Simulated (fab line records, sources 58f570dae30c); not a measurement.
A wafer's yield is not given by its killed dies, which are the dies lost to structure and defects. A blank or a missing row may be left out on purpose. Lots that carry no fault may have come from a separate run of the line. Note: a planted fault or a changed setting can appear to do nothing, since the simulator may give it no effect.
Split-lot trial	flow berkeley-cmos170	23 wafers read from 5 lots, route of 331 steps

== THE SPLIT ==
At UCB170_PLDD_COAT_01 (resist thk 900 nm), the setting resist-thk-nm was moved away from the recipe's 900 nm on 11 of the 23 wafers read, by -5.6% to +5.6%. All remaining wafers had this setting at the recipe value.

The reading comes from the split's own step.

== THE READING ==
KrF_of_PLDD_COAT_01.thk-nm (the simulator's own value, which no gauge read), in nm, at UCB170_PLDD_COAT_01 (resist thk 900 nm). No usual value for it is given in the file. The 12 wafers here that ran the recipe average 902.4 nm, standard deviation 1.6 nm.

wafer	tool, chamber at the split	resist-thk-nm as run, nm	against the recipe	KrF_of_PLDD_COAT_01.thk-nm, nm	against lot-mates on the recipe
L077.1	litho-track-02, 0	943.4	+4.8%	945.8	+44.1
L077.2	litho-track-02, 0	900	recipe	902.1	-
L077.3	litho-track-02, 0	900	recipe	901.3	-
L077.4	litho-track-02, 0	943.4	+4.8%	944.3	+42.6
L077.6	litho-track-02, 0	943.4	+4.8%	944.9	+43.2
L080.1	litho-track-03, 0	900	recipe	903	-
L080.2	litho-track-03, 0	900	recipe	902	-
L080.6	litho-track-03, 0	900	recipe	902.5	-
L082.1	litho-track-02, 0	900	recipe	902	-
L082.3	litho-track-02, 0	900	recipe	903.6	-
L082.4	litho-track-02, 0	950.5	+5.6%	955.6	+52.8
L082.5	litho-track-02, 0	950.5	+5.6%	952.7	+49.9
L082.6	litho-track-02, 0	950.5	+5.6%	953.8	+51.0
L085.1	litho-track-03, 0	900	recipe	905.8	-
L085.2	litho-track-03, 0	950.2	+5.6%	956.8	+52.1
L085.3	litho-track-03, 0	900	recipe	903.5	-
L085.4	litho-track-03, 0	950.2	+5.6%	955.4	+50.8
L085.6	litho-track-03, 0	950.2	+5.6%	954.3	+49.6
L084.1	litho-track-02, 0	900	recipe	898.7	-
L084.2	litho-track-02, 0	849.4	-5.6%	849.4	-51.5
L084.4	litho-track-02, 0	900	recipe	902	-
L084.6	litho-track-02, 0	900	recipe	902	-
L084.5	litho-track-02, 0	849.4	-5.6%	850	-50.9

THE FIT
A straight line over all 23 wafers: KrF_of_PLDD_COAT_01.thk-nm changes by +9.27 nm for each +1% of resist-thk-nm; r = +1.00; the points scatter about the line by 1.7 nm.
The same after taking each lot's own level away (the mean of its wafers on the recipe; 23 wafers): +9.09 nm for each +1%; r = +1.00; scatter 1 nm.
According to that fit, moving resist-thk-nm by its largest amount changes the reading by 51 nm.
The span of the lots' own levels, 900.90 to 904.65 nm, comes to 2.4 times the standard deviation stated above.
So the lot-to-lot level changes the slope little: the two slopes agree.
Check: with one of the wafers moved furthest among these (-5.6%) left out of the fit, the line predicts -51 nm for it against its lot-mates. It came out at -51.5 nm against them.

== OTHER SPLITS APPLIED TO THESE WAFERS ==
Other splits were also applied to these wafers ahead of the reading. Each is held against what the fit with the lots' levels taken away leaves over:
other split on the same wafers	wafers away from the commonest value	r with KrF_of_PLDD_COAT_01.thk-nm (lot level and that fit taken away)
UCB170_ZERO_COAT_01 resist-thk-nm	10	-0.05
UCB170_NWELL_COAT_07 spin-rpm	8	-0.18
UCB170_PWELL_OXIDATION_02 temp-c	18	-0.14
UCB170_SACOX_OXIDATION_01 temp-c	15	+0.11
UCB170_SCREENOX_OXIDATION_01 ox-time-s	15	-0.16
UCB170_PVT_COAT_01 resist-thk-nm	7	-0.07
UCB170_PVT_STRIP_08 o2-flow-sccm	9	+0.25
UCB170_GATE_CVD_04 pressure-mtorr	10	-0.15

== THE WHOLE CHAIN: every reading that the file lists as answering this split, in the file's order ==
step	what it does	reading	change (the file's fit)	r (the file's)
UCB170_PLDD_COAT_01	resist thk 900 nm	KrF_of_PLDD_COAT_01.thk-nm (the simulator's own value, which no gauge read)	+9.09 nm for each +1% of the setting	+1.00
UCB170_PLDD_STRIP_10	strips in O2	strip-time-to-endpoint-s	withheld for each +1% of the setting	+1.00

== THE FILE'S OWN FIT ==
KrF_of_PLDD_COAT_01.thk-nm changes by +9.09 nm for each +1% of resist-thk-nm, r = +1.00.
